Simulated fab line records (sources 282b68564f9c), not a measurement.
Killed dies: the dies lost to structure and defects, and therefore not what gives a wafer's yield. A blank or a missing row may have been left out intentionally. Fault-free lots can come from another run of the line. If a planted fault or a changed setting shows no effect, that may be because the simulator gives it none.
Comparing a struck lot with a sound one ; flow ritCmos ; 15 out of 202 route steps
Sound: these wafers, L420.2, L420.5, L420.6. The struck wafers were L429.3, L429.4, L429.5. The cause is given at the end.
Per side, at each step with rows, come the tool, then ch with its chambers, and then its first start. Under that, the readings that differ: sound wafers ; struck wafers ; difference of the means ; sigmas: that difference in standard deviations of wafers without a fault.
alike: same words and numbers on both sides, and readings whose means sit less than 2 such deviations apart. not compared: any withheld reading, any reading some wafer has no value for, any bound like >300 that may hide the same value, and any number with overlapping values for which the record gives no deviation.
A row with sigmas, a row that says differs or no value, or rows on one side alone: a step with any of these is where the two part. Numbers that don't overlap but have no deviation are shown without sigmas and don't part them. A reading missing from all wafers of one side parts the sides only when that side holds two or more wafers.

RIT_PSD_TW_MEAS_10:
  sound: filmMetro-04 at day 3 07:34; struck: filmMetro-04 at day 5 08:10
  alike: PSD_TW
then, 3 steps without rows for these wafers: RIT_SDANNEAL_CLEAN_00 (cleans in SC1, time 600 s); RIT_SDANNEAL_CLEAN_01 (cleans in dHF, time 29.45 s); RIT_SDANNEAL_CLEAN_02 (cleans in SC2, time 600 s).
RIT_SDANNEAL_RTA_03: time 5 s.
  sound on rtpAnneal-02 ch 0, day 3 08:02; struck on rtpAnneal-01 ch 0, day 5 08:37
  alike: wafer_temp_C_max
RIT_SDANNEAL_RS_MEAS_04: uses a four-point probe to measure.
  sound: filmMetro-03 at day 3 08:06; struck: filmMetro-02 at day 5 08:44
reading;sound;struck;difference;sigmas
PSD_RS (ohm/sq);116.5 116.4 116.3;115.7 115.8 115.8;-0.6;-2
RIT_SDANNEAL_RS_MEAS_05: uses a four-point probe to measure.
  sound: filmMetro-03 at day 3 08:13; struck: filmMetro-02 at day 5 08:51
  alike: NSD_RS
RIT_SDANNEAL_RS_MEAS_06: uses a four-point probe to measure.
  sound: filmMetro-03 at day 3 08:20; struck: filmMetro-02 at day 5 08:58
  alike: PLDD_RS
RIT_SDANNEAL_RS_MEAS_07: uses a four-point probe to measure.
  sound: filmMetro-03 at day 3 08:28; struck: filmMetro-02 at day 5 09:05
reading;sound;struck;difference;sigmas
NLDD_RS (ohm/sq);151.8 151.9 151.8;150.7 150.8 150.0;-1.3;-2
then, 1 step without rows for these wafers: RIT_SILICIDE_WET_ETCH_00 (etches SiO2 in BOE, target depth 14 nm, time 15 s).
RIT_SILICIDE_SPUTTER_01: material Ti, target thk 30 nm, time 240 s.
  sound: pvdSputter-03 at day 3 08:34; struck: pvdSputter-04 at day 5 09:11
  alike: throttleValvePct
RIT_SILICIDE_RS_MEAS_02: uses a four-point probe to measure.
  sound: filmMetro-01 at day 3 08:44; struck: filmMetro-01 at day 5 09:22
  alike: SILICIDE_TI_RS
RIT_SILICIDE_THK_MEAS_03: measures by xrf.
  sound: filmMetro-01 at day 3 08:51; struck: filmMetro-01 at day 5 09:28
  alike: SILICIDE_TI_THK
RIT_SILICIDE_RTA_04: time 10 s, ramp up 5 s, ramp down 5 s.
  sound on rtpAnneal-01 ch 0, day 3 08:55; struck on rtpAnneal-02 ch 0, day 5 09:32
  alike: wafer_temp_C_max
RIT_M1_PROBE_99:
  only the struck wafers here have rows in the record (prober-02, day 5 16:23); the sound ones have none

WHERE THEY PART
At RIT_SDANNEAL_RS_MEAS_04 first; at RIT_M1_PROBE_99 last (within this record only).

WHY: whatever the simulator had introduced
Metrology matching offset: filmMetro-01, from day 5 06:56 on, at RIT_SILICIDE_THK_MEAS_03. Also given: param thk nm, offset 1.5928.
